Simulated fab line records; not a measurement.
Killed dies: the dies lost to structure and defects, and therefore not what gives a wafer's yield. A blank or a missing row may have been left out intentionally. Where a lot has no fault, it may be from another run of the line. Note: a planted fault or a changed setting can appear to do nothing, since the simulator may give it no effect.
Lot-split experiment / flow berkeley_cmos170 / 5 lots, 23 wafers read, on a route of 331 steps

== SPLIT DETAILS ==
At UCB170_START_OXIDATION_02 (target thk 20 nm, ox time 1800 s), the setting ox_time_s was moved away from the recipe's 1800 s on 15 of the 23 wafers read, by -10.6% to +10.1%. All remaining wafers had this setting at the recipe value.

The file shows no step between the split and the reading.

== THE READING ==
START_OXIDE_THK, in nm, at UCB170_START_THK_MEAS_03. A value of 20.19 nm with a standard deviation of 0.26 nm is what fault-free wafers of this fab line usually give.

wafer=L076.1; tool, chamber at the split=furnace-04, 0; ox_time_s as run, s=1800; against the recipe=recipe; START_OXIDE_THK, nm=20.30; against lot-mates on the recipe=-
wafer=L076.4; tool, chamber at the split=furnace-04, 0; ox_time_s as run, s=1800; against the recipe=recipe; START_OXIDE_THK, nm=19.90; against lot-mates on the recipe=-
wafer=L076.6; tool, chamber at the split=furnace-04, 0; ox_time_s as run, s=1800; against the recipe=recipe; START_OXIDE_THK, nm=20.14; against lot-mates on the recipe=-
wafer=L079.1; tool, chamber at the split=-, -; ox_time_s as run, s=1800; against the recipe=recipe; START_OXIDE_THK, nm=20.70; against lot-mates on the recipe=-
wafer=L079.2; tool, chamber at the split=-, -; ox_time_s as run, s=1800; against the recipe=recipe; START_OXIDE_THK, nm=20.73; against lot-mates on the recipe=-
wafer=L079.3; tool, chamber at the split=-, -; ox_time_s as run, s=1800; against the recipe=recipe; START_OXIDE_THK, nm=20.37; against lot-mates on the recipe=-
wafer=L079.4; tool, chamber at the split=-, -; ox_time_s as run, s=1800; against the recipe=recipe; START_OXIDE_THK, nm=20.99; against lot-mates on the recipe=-
wafer=L079.5; tool, chamber at the split=-, -; ox_time_s as run, s=1800; against the recipe=recipe; START_OXIDE_THK, nm=20.57; against lot-mates on the recipe=-
wafer=L081.1; tool, chamber at the split=-, -; ox_time_s as run, s=1675; against the recipe=-6.9%; START_OXIDE_THK, nm=19.43; against lot-mates on the recipe=no lot-mate on the recipe
wafer=L081.2; tool, chamber at the split=-, -; ox_time_s as run, s=1675; against the recipe=-6.9%; START_OXIDE_THK, nm=19.04; against lot-mates on the recipe=no lot-mate on the recipe
wafer=L081.3; tool, chamber at the split=-, -; ox_time_s as run, s=1675; against the recipe=-6.9%; START_OXIDE_THK, nm=19.45; against lot-mates on the recipe=no lot-mate on the recipe
wafer=L081.5; tool, chamber at the split=-, -; ox_time_s as run, s=1675; against the recipe=-6.9%; START_OXIDE_THK, nm=19.26; against lot-mates on the recipe=no lot-mate on the recipe
wafer=L081.6; tool, chamber at the split=-, -; ox_time_s as run, s=1675; against the recipe=-6.9%; START_OXIDE_THK, nm=19.45; against lot-mates on the recipe=no lot-mate on the recipe
wafer=L082.2; tool, chamber at the split=-, -; ox_time_s as run, s=1981; against the recipe=+10.1%; START_OXIDE_THK, nm=21.20; against lot-mates on the recipe=no lot-mate on the recipe
wafer=L082.3; tool, chamber at the split=-, -; ox_time_s as run, s=1981; against the recipe=+10.1%; START_OXIDE_THK, nm=21.46; against lot-mates on the recipe=no lot-mate on the recipe
wafer=L082.4; tool, chamber at the split=-, -; ox_time_s as run, s=1981; against the recipe=+10.1%; START_OXIDE_THK, nm=21.12; against lot-mates on the recipe=no lot-mate on the recipe
wafer=L082.5; tool, chamber at the split=-, -; ox_time_s as run, s=1981; against the recipe=+10.1%; START_OXIDE_THK, nm=21.45; against lot-mates on the recipe=no lot-mate on the recipe
wafer=L082.6; tool, chamber at the split=-, -; ox_time_s as run, s=1981; against the recipe=+10.1%; START_OXIDE_THK, nm=21.39; against lot-mates on the recipe=no lot-mate on the recipe
wafer=L084.1; tool, chamber at the split=-, -; ox_time_s as run, s=1609; against the recipe=-10.6%; START_OXIDE_THK, nm=18.79; against lot-mates on the recipe=no lot-mate on the recipe
wafer=L084.2; tool, chamber at the split=-, -; ox_time_s as run, s=1609; against the recipe=-10.6%; START_OXIDE_THK, nm=18.59; against lot-mates on the recipe=no lot-mate on the recipe
wafer=L084.4; tool, chamber at the split=-, -; ox_time_s as run, s=1609; against the recipe=-10.6%; START_OXIDE_THK, nm=18.68; against lot-mates on the recipe=no lot-mate on the recipe
wafer=L084.5; tool, chamber at the split=-, -; ox_time_s as run, s=1609; against the recipe=-10.6%; START_OXIDE_THK, nm=18.61; against lot-mates on the recipe=no lot-mate on the recipe
wafer=L084.6; tool, chamber at the split=-, -; ox_time_s as run, s=1609; against the recipe=-10.6%; START_OXIDE_THK, nm=18.55; against lot-mates on the recipe=no lot-mate on the recipe

FIT RESULTS
A straight line over all 23 wafers: START_OXIDE_THK changes by +0.13 nm for each +1% of ox_time_s; r = +0.96; the points scatter about the line by 0.31 nm.
Too few moved wafers with a lot-mate on the recipe to fit a line net of each lot's own level.

== THE WHOLE CHAIN: every reading that the file lists as answering this split, in the file's order ==
step=UCB170_START_OXIDATION_02; what it does=target thk 20 nm, ox time 1800 s; reading=SiO2_of_START_OXIDATION_02.thk_nm (the simulator's own value, which no gauge read); change (the file's fit)=+0.13 nm for each +1% of the setting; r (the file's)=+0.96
step=UCB170_START_THK_MEAS_03; what it does=; reading=START_OXIDE_THK; change (the file's fit)=+0.13 for each +1% of the setting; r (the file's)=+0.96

== THE FILE'S OWN FIT ==
START_OXIDE_THK changes by +0.13 nm for each +1% of ox_time_s, r = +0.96.
